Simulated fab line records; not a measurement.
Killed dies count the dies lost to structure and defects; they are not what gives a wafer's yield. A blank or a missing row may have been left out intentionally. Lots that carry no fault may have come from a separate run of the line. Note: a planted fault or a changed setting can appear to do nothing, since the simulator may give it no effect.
Which tool is to blame? -- flow berkeley cmos170 -- Sampling: 7 lots, 21 wafers, 2 of 331 route steps

## WHAT EACH GAUGE READ, for each wafer
UCB170_NWELL_TW_MEAS_16.
lot,measured,on,NWELL_TW
L352,day 2 19:11,film metro-01,1233 1246 1246
L354,day 3 05:56,film metro-02,1234 1238 1235
L356,day 3 14:25,film metro-01,1246 1235 1242
L359,day 4 07:05,film metro-01,1231 1244 1243
L364,day 5 10:26,film metro-03,1140 1136 1131
L369,day 6 03:46,film metro-01,1243 1251 1236
L372,day 7 00:26,film metro-03,1265 1271 1266

## EACH LOT AND THE TOOL THAT RAN IT (in order: tool; ch and the chambers of the sampled wafers; start)
lot,UCB170_NWELL_IMPLANT_14
L352,"implanter-01 ch 0, day 2 18:56"
L354,"implanter-01 ch 0, day 3 05:41"
L356,"implanter-03 ch 0, day 3 14:10"
L359,"implanter-02 ch 0, day 4 06:51"
L364,"implanter-03 ch 0, day 5 10:11"
L369,"implanter-02 ch 0, day 6 03:31"
L372,"implanter-01 ch 0, day 7 00:13"
- UCB170_NWELL_IMPLANT_14

## THE ANSWER, worked out from the rows above alone
Rule: the usual values come from the lots themselves. Put in order of their means at a reading, lots are off if they are a third of the lots or fewer, leave a main group of 4 or more, and stand apart from it by a gap of 3 or more times the standard deviation of the main group's means; of several such gaps the widest counts. A main group is skipped when, at the precision printed for the reading in the tables above, its means are all equal. Also off: a lot with no number at a reading for which 4 or more lots have one. Any other lot the step has rows for is counted as sound.
Off: L364, at UCB170_NWELL_TW_MEAS_16 (NWELL_TW). Main group: mean 1245, sd 10.
If a tool, at a process step before that reading, ran all the lots that are off and no sound lot after the first of them, it fits. The gauges at UCB170_NWELL_TW_MEAS_16 are tried like those tools. One fits: UCB170_NWELL_IMPLANT_14 on implanter-03. Its last sound lot is L356 (day 3 14:10), its first lot that is off L364 (day 5 10:11): a fault that began between those two fits.

## WHAT THE SIMULATOR HAD PUT IN
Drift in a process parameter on implanter-03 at UCB170_NWELL_IMPLANT_14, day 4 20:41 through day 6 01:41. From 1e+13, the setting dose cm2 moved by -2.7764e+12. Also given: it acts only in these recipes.
Lots struck among those shown: L364. This agrees with what the rule above found.
